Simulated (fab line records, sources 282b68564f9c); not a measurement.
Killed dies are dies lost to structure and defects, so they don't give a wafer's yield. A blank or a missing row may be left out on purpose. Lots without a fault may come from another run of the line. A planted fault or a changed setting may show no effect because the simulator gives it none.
Tool commonality check | flow rit_cmos | 15 lots, 45 wafers sampled

WHY IT WAS OPENED
At RIT_GATE_THK_MEAS_07 the reading GATE_OXIDE_THK is flagged on 3 of 15 lots. Wafers without a fault read 2.99 nm, standard deviation 0.073.
Rule: a lot is flagged when every wafer of it that has a number lies more than 4 standard deviations from that mean, or none has a number. The other lots count as sound.

lot  | measured    | on            | GATE_OXIDE_THK (nm), wafer by wafer | flag
L844 | day 2 15:46 | film_metro-04 | 3.00 2.95 3.00                      |
L845 | day 2 20:54 | film_metro-01 | 2.94 2.98 2.99                      |
L846 | day 3 05:22 | film_metro-02 | 3.04 3.03 2.98                      |
L847 | day 3 08:43 | film_metro-02 | 3.13 3.04 3.09                      |
L849 | day 3 16:22 | film_metro-04 | 2.53 2.57 2.54                      | FLAGGED
L851 | day 3 22:23 | film_metro-04 | 2.46 2.45 2.36                      | FLAGGED
L852 | day 4 03:28 | film_metro-01 | 2.58 2.50 2.52                      | FLAGGED
L858 | day 5 07:23 | film_metro-02 | 2.95 2.90 2.88                      |
L859 | day 5 14:13 | film_metro-04 | 2.98 3.02 3.00                      |
L860 | day 5 18:05 | film_metro-01 | 2.88 2.96 2.99                      |
L863 | day 6 08:20 | film_metro-01 | 3.07 3.05 3.01                      |
L864 | day 6 13:58 | film_metro-02 | 2.94 3.02 3.05                      |
L865 | day 6 17:54 | film_metro-04 | 2.91 2.91 2.85                      |
L866 | day 7 00:02 | film_metro-04 | 2.88 2.88 2.85                      |
L867 | day 7 04:18 | film_metro-04 | 2.90 2.93 2.97                      |
The numbers of the flagged lots are 2.50 nm on average: -0.49 nm against the usual, or -7 standard deviations.

WHICH TOOL RAN EACH LOT
The record holds 1 process step before the reading, out of a route of 202 steps. In each cell: the tool, then ch and the chambers that the sampled wafers went through, then the start.
lot  | flag    | RIT_GATE_OXIDATION_05
L844 |         | furnace-02 ch 0, day 2 14:26
L845 |         | furnace-01 ch 0, day 2 18:03
L846 |         | furnace-01 ch 0, day 3 02:56
L847 |         | furnace-01 ch 0, day 3 07:23
L849 | FLAGGED | furnace-01 ch 0, day 3 14:03
L851 | FLAGGED | furnace-01 ch 0, day 3 21:03
L852 | FLAGGED | furnace-01 ch 0, day 4 01:26
L858 |         | furnace-02 ch 0, day 5 06:03
L859 |         | furnace-02 ch 0, day 5 12:54
L860 |         | furnace-02 ch 0, day 5 16:45
L863 |         | furnace-03 ch 0, day 6 06:59
L864 |         | furnace-03 ch 0, day 6 12:38
L865 |         | furnace-02 ch 0, day 6 16:33
L866 |         | furnace-02 ch 0, day 6 22:43
L867 |         | furnace-01 ch 0, day 7 02:49
What these steps do:
- RIT_GATE_OXIDATION_05: target thk 3 nm, ox time 270 s.
- RIT_GATE_THK_MEAS_07

FLAGGED OVER TOTAL, TOOL BY TOOL (the gauges that took the reading come last)
step                  | tool          | lots run | flagged | share of the flagged lots | sound lots run after its first flagged lot
RIT_GATE_OXIDATION_05 | furnace-01    | 7        | 3       | all                       | 1 (L867)
RIT_GATE_OXIDATION_05 | furnace-02    | 6        | 0       | none                      | -
RIT_GATE_OXIDATION_05 | furnace-03    | 2        | 0       | none                      | -
RIT_GATE_THK_MEAS_07  | film_metro-01 | 4        | 1       | some                      | 2 (L860,L863)
RIT_GATE_THK_MEAS_07  | film_metro-02 | 4        | 0       | none                      | -
RIT_GATE_THK_MEAS_07  | film_metro-04 | 7        | 2       | some                      | 4 (L859,L865,L866,L867)

WHAT THE TABLE ALLOWS
1 row of the table ran every flagged lot: furnace-01 at RIT_GATE_OXIDATION_05.
- furnace-01 at RIT_GATE_OXIDATION_05: 3 of its 7 lots flagged. Sound lots ran on it after the first flagged one (L867), which a lasting fault on the whole tool wouldn't allow. Its own readings lie more than 4 standard deviations out on every wafer of the flagged lots: spike_tc_centre_C, spike_tc_source_C.
No row of the table ran every flagged lot and no sound lot after the first.

WHAT THE SIMULATOR HAD PUT IN
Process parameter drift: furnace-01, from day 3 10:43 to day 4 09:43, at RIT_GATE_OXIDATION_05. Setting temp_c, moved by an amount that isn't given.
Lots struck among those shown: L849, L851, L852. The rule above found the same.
